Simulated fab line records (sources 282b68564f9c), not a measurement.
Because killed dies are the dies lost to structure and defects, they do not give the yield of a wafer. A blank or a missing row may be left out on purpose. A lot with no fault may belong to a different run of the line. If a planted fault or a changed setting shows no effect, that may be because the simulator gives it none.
The tool behind it: which one?    flow rit-cmos    Sampling: 14 lots, 42 wafers, 2 of 202 route steps

## WHAT EACH GAUGE READ, for each wafer
No reading from a measuring or inspecting step in the record can be judged against a usual standard deviation.

## WHICH TOOL RAN EACH LOT (tool, then ch and the chambers of the sampled wafers, then the start)
lot   RIT_PRETRO_IMPLANT_08           RIT_M1_PROBE_99
L356  implanter-02 ch 0, day 2 06:45  -
L357  implanter-01 ch 0, day 2 13:08  -
L358  implanter-01 ch 0, day 2 17:20  -
L359  implanter-01 ch 0, day 2 23:50  -
L360  implanter-01 ch 0, day 3 03:27  -
L362  implanter-01 ch 0, day 3 12:38  prober-02, day 4 14:02
L370  implanter-02 ch 0, day 5 05:51  -
L373  implanter-02 ch 0, day 5 20:11  -
L374  implanter-02 ch 0, day 6 01:59  -
L375  implanter-01 ch 0, day 6 06:31  prober-01, day 7 09:26
L376  implanter-04 ch 0, day 6 11:40  -
L377  implanter-01 ch 0, day 6 16:38  -
L378  implanter-04 ch 0, day 6 21:34  -
L379  implanter-04 ch 0, day 7 01:43  -
- RIT_PRETRO_IMPLANT_08
- RIT_M1_PROBE_99

## WHAT THE TOOLS THEMSELVES READ (means of the sampled wafers that have a number; where no wafer has one, the mark that the record gives instead)
RIT_PRETRO_IMPLANT_08.
lot   tool          beam-on-s (s)  end-station-pressure-torr (Torr)  tilt-deg (degrees)
L356  implanter-02  10.09          5.16e-06                          7.001
L357  implanter-01  10.09          4.71e-06                          6.958
L358  implanter-01  9.97           5.03e-06                          7.018
L359  implanter-01  10.15          4.81e-06                          4.495
L360  implanter-01  9.97           5.02e-06                          4.468
L362  implanter-01  10.13          4.99e-06                          4.513
L370  implanter-02  9.91           4.82e-06                          6.993
L373  implanter-02  9.99           5.01e-06                          6.994
L374  implanter-02  9.86           5.19e-06                          6.994
L375  implanter-01  9.85           5.19e-06                          7.011
L376  implanter-04  9.92           5.24e-06                          7.017
L377  implanter-01  9.91           4.97e-06                          7.014
L378  implanter-04  10.17          5.17e-06                          7.015
L379  implanter-04  9.76           4.65e-06                          7.021

RIT_M1_PROBE_99.
lot   tool       killed-at-contacts  killed-at-front-end  killed-dies  killed-open  killed-short
L362  prober-02  0.0                 6                    6            3.7          2.7
L375  prober-01  0.0                 8                    8            3.3          5.0

## THE ANSWER, worked out from the rows above alone
Rule: what is usual is taken from the lots themselves. The widest of any qualifying gaps counts: lots, ordered by their means at a reading, are off when they make up no more than a third of the lots, leave a main group of 4 or more, and stand apart from it by 3 or more times the standard deviation of that group's means. Not used: any main group whose means are identical at the precision the tables above print for the reading. A lot without any number at a reading at which 4 lots or more have one is off too. All remaining lots with rows at the step are treated as sound. The gauges are gone through in route order, then the tools' own readings, and for those a lot's mean is taken as printed above. The first step at which some lot is off is used, and at that step the reading that is off furthest; a lot without a number counts as furthest.
Off, at RIT_PRETRO_IMPLANT_08 on tilt-deg: L359, L360, L362. The main group: mean 7.003 degrees, standard deviation 0.017.
A tool fits if, at that step or a process step before it, it ran every lot that is off, and no sound lot after the first of them. No candidate that was tried fits.

## WHAT WAS PUT IN BY THE SIMULATOR
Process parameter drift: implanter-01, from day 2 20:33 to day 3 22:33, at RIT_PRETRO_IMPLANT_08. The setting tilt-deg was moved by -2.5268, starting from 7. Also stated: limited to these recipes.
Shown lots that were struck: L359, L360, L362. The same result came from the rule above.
